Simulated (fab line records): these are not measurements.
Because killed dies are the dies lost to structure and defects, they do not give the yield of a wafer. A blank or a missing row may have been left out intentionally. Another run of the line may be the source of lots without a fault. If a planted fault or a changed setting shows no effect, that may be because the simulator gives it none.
Which of the tools did it? || flow rit_cmos || 42 wafers from 14 lots sampled at 2 of the route's 202 steps

WHAT THE GAUGES READ, wafer by wafer
The record lacks any reading of a measuring or inspecting step that a usual standard deviation could be used to judge.

WHICH TOOL RAN EACH LOT (tool, then ch and the chambers of the sampled wafers, then the start)
{"lot": "L332", "RIT_PRETRO_IMPLANT_08": "implanter-01 ch 0, day 2 14:45", "RIT_M1_PROBE_99": "prober-01, day 3 19:29"}
{"lot": "L333", "RIT_PRETRO_IMPLANT_08": "implanter-02 ch 0, day 2 22:24", "RIT_M1_PROBE_99": "prober-02, day 4 01:47"}
{"lot": "L334", "RIT_PRETRO_IMPLANT_08": "implanter-01 ch 0, day 3 03:29", "RIT_M1_PROBE_99": "prober-01, day 4 05:00"}
{"lot": "L335", "RIT_PRETRO_IMPLANT_08": "implanter-02 ch 0, day 3 04:45", "RIT_M1_PROBE_99": "prober-01, day 4 09:59"}
{"lot": "L336", "RIT_PRETRO_IMPLANT_08": "implanter-01 ch 0, day 3 11:08", "RIT_M1_PROBE_99": "prober-02, day 4 16:46"}
{"lot": "L337", "RIT_PRETRO_IMPLANT_08": "implanter-03 ch 0, day 3 15:16", "RIT_M1_PROBE_99": "prober-01, day 4 18:32"}
{"lot": "L338", "RIT_PRETRO_IMPLANT_08": "implanter-02 ch 0, day 3 18:58", "RIT_M1_PROBE_99": "prober-02, day 4 23:29"}
{"lot": "L339", "RIT_PRETRO_IMPLANT_08": "implanter-02 ch 0, day 4 02:04", "RIT_M1_PROBE_99": "prober-01, day 5 07:42"}
{"lot": "L340", "RIT_PRETRO_IMPLANT_08": "implanter-03 ch 0, day 4 08:13", "RIT_M1_PROBE_99": "prober-02, day 5 16:29"}
{"lot": "L341", "RIT_PRETRO_IMPLANT_08": "implanter-03 ch 0, day 4 15:55", "RIT_M1_PROBE_99": "prober-02, day 5 17:59"}
{"lot": "L342", "RIT_PRETRO_IMPLANT_08": "implanter-02 ch 0, day 4 16:34", "RIT_M1_PROBE_99": "prober-02, day 5 21:31"}
{"lot": "L346", "RIT_PRETRO_IMPLANT_08": "implanter-02 ch 0, day 5 11:26", "RIT_M1_PROBE_99": "prober-02, day 6 14:13"}
{"lot": "L353", "RIT_PRETRO_IMPLANT_08": "implanter-03 ch 0, day 6 21:31", "RIT_M1_PROBE_99": "prober-01, day 8 01:25"}
{"lot": "L354", "RIT_PRETRO_IMPLANT_08": "implanter-03 ch 0, day 7 03:53", "RIT_M1_PROBE_99": "prober-02, day 8 07:41"}
- RIT_PRETRO_IMPLANT_08
- RIT_M1_PROBE_99

AS READ BY THE TOOLS THEMSELVES (means over the sampled wafers that have a number; for cases with no such wafer, the mark the record gives instead)
RIT_PRETRO_IMPLANT_08. Usual: tilt_deg 6.995 degrees, standard deviation 0.018.
{"lot": "L332", "tool": "implanter-01", "tilt_deg (degrees)": 6.980, "flag": ""}
{"lot": "L333", "tool": "implanter-02", "tilt_deg (degrees)": 6.988, "flag": ""}
{"lot": "L334", "tool": "implanter-01", "tilt_deg (degrees)": 6.995, "flag": ""}
{"lot": "L335", "tool": "implanter-02", "tilt_deg (degrees)": 7.008, "flag": ""}
{"lot": "L336", "tool": "implanter-01", "tilt_deg (degrees)": 6.991, "flag": ""}
{"lot": "L337", "tool": "implanter-03", "tilt_deg (degrees)": 6.992, "flag": ""}
{"lot": "L338", "tool": "implanter-02", "tilt_deg (degrees)": 6.996, "flag": ""}
{"lot": "L339", "tool": "implanter-02", "tilt_deg (degrees)": 6.989, "flag": ""}
{"lot": "L340", "tool": "implanter-03", "tilt_deg (degrees)": 7.004, "flag": ""}
{"lot": "L341", "tool": "implanter-03", "tilt_deg (degrees)": 6.976, "flag": ""}
{"lot": "L342", "tool": "implanter-02", "tilt_deg (degrees)": 6.248, "flag": "OFF"}
{"lot": "L346", "tool": "implanter-02", "tilt_deg (degrees)": 6.253, "flag": "OFF"}
{"lot": "L353", "tool": "implanter-03", "tilt_deg (degrees)": 6.989, "flag": ""}
{"lot": "L354", "tool": "implanter-03", "tilt_deg (degrees)": 7.001, "flag": ""}

RIT_M1_PROBE_99. Usual: killed_at_contacts 0.1, standard deviation 0.34; killed_at_front_end 7.0, standard deviation 2.9; killed_dies 7.2, standard deviation 2.9; killed_on_rim 2.1, standard deviation 1.4; killed_open 3.6, standard deviation 1.9; killed_short 3.5, standard deviation 2.1.
{"lot": "L332", "tool": "prober-01", "killed_at_contacts": 0.0, "killed_at_front_end": 7.7, "killed_dies": 7.7, "killed_on_rim": 1.3, "killed_open": 4.3, "killed_short": 3.3, "flag": ""}
{"lot": "L333", "tool": "prober-02", "killed_at_contacts": 0.0, "killed_at_front_end": 7.0, "killed_dies": 7.0, "killed_on_rim": 1.0, "killed_open": 4.7, "killed_short": 2.3, "flag": ""}
{"lot": "L334", "tool": "prober-01", "killed_at_contacts": 0.0, "killed_at_front_end": 10.3, "killed_dies": 10.3, "killed_on_rim": 3.0, "killed_open": 4.7, "killed_short": 5.3, "flag": ""}
{"lot": "L335", "tool": "prober-01", "killed_at_contacts": 0.0, "killed_at_front_end": 7.7, "killed_dies": 7.7, "killed_on_rim": 3.0, "killed_open": 3.3, "killed_short": 4.3, "flag": ""}
{"lot": "L336", "tool": "prober-02", "killed_at_contacts": 1.0, "killed_at_front_end": 7.0, "killed_dies": 8.0, "killed_on_rim": 2.3, "killed_open": 5.3, "killed_short": 2.7, "flag": ""}
{"lot": "L337", "tool": "prober-01", "killed_at_contacts": 0.0, "killed_at_front_end": 7.7, "killed_dies": 7.7, "killed_on_rim": 2.3, "killed_open": 2.7, "killed_short": 5.0, "flag": ""}
{"lot": "L338", "tool": "prober-02", "killed_at_contacts": 0.0, "killed_at_front_end": 6.0, "killed_dies": 6.0, "killed_on_rim": 2.3, "killed_open": 3.7, "killed_short": 2.3, "flag": ""}
{"lot": "L339", "tool": "prober-01", "killed_at_contacts": 0.0, "killed_at_front_end": 7.7, "killed_dies": 7.7, "killed_on_rim": 2.0, "killed_open": 4.7, "killed_short": 3.0, "flag": ""}
{"lot": "L340", "tool": "prober-02", "killed_at_contacts": 0.0, "killed_at_front_end": 5.7, "killed_dies": 5.7, "killed_on_rim": 1.7, "killed_open": 3.0, "killed_short": 2.7, "flag": ""}
{"lot": "L341", "tool": "prober-02", "killed_at_contacts": 0.3, "killed_at_front_end": 9.3, "killed_dies": 9.7, "killed_on_rim": 3.0, "killed_open": 4.3, "killed_short": 5.0, "flag": ""}
{"lot": "L342", "tool": "prober-02", "killed_at_contacts": 0.3, "killed_at_front_end": 6.3, "killed_dies": 6.7, "killed_on_rim": 1.7, "killed_open": 3.7, "killed_short": 3.0, "flag": ""}
{"lot": "L346", "tool": "prober-02", "killed_at_contacts": 0.0, "killed_at_front_end": 6.3, "killed_dies": 6.3, "killed_on_rim": 2.3, "killed_open": 3.3, "killed_short": 3.0, "flag": ""}
{"lot": "L353", "tool": "prober-01", "killed_at_contacts": 0.0, "killed_at_front_end": 4.7, "killed_dies": 4.7, "killed_on_rim": 2.7, "killed_open": 3.3, "killed_short": 1.0, "flag": ""}
{"lot": "L354", "tool": "prober-02", "killed_at_contacts": 0.3, "killed_at_front_end": 12.0, "killed_dies": 12.3, "killed_on_rim": 4.0, "killed_open": 5.0, "killed_short": 7.3, "flag": ""}

THE ANSWER, worked out from the rows above alone
Rule: a lot counts as off when the mean over its wafers that have a number is more than 3 standard deviations away from the usual mean. Also off: a lot with no number at a reading for which 4 or more lots have one. Any other lot the step has rows for is counted as sound. Order of review: gauges by route order, followed by the tools' own readings, for which a lot's mean as printed above is used. At the first step where some lot is off, the reading lying furthest off is the one used; lots without a number count as furthest.
Off, at RIT_PRETRO_IMPLANT_08 on tilt_deg: L342, L346.
If a tool, at that step or one of the process steps before it, ran each lot that is off and ran no sound lot following the first of them, it fits. One fits: RIT_PRETRO_IMPLANT_08 on implanter-02. Its last sound lot is L339 (day 4 02:04), its first lot that is off L342 (day 4 16:34): a fault that began between those two fits.
The tool's own readings at RIT_PRETRO_IMPLANT_08 bear it out: on the lots that are off they differ by more than 5 times the standard deviation of the sound lots' means. tilt_deg reads 6.251 degrees there against 6.992 degrees on the sound lots.

WHAT WAS PUT IN BY THE SIMULATOR
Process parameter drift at RIT_PRETRO_IMPLANT_08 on implanter-02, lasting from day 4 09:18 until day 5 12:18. From 7, the setting tilt_deg moved by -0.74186. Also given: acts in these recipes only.
Struck lots among those shown: L342, L346. The rule given above showed the same thing.
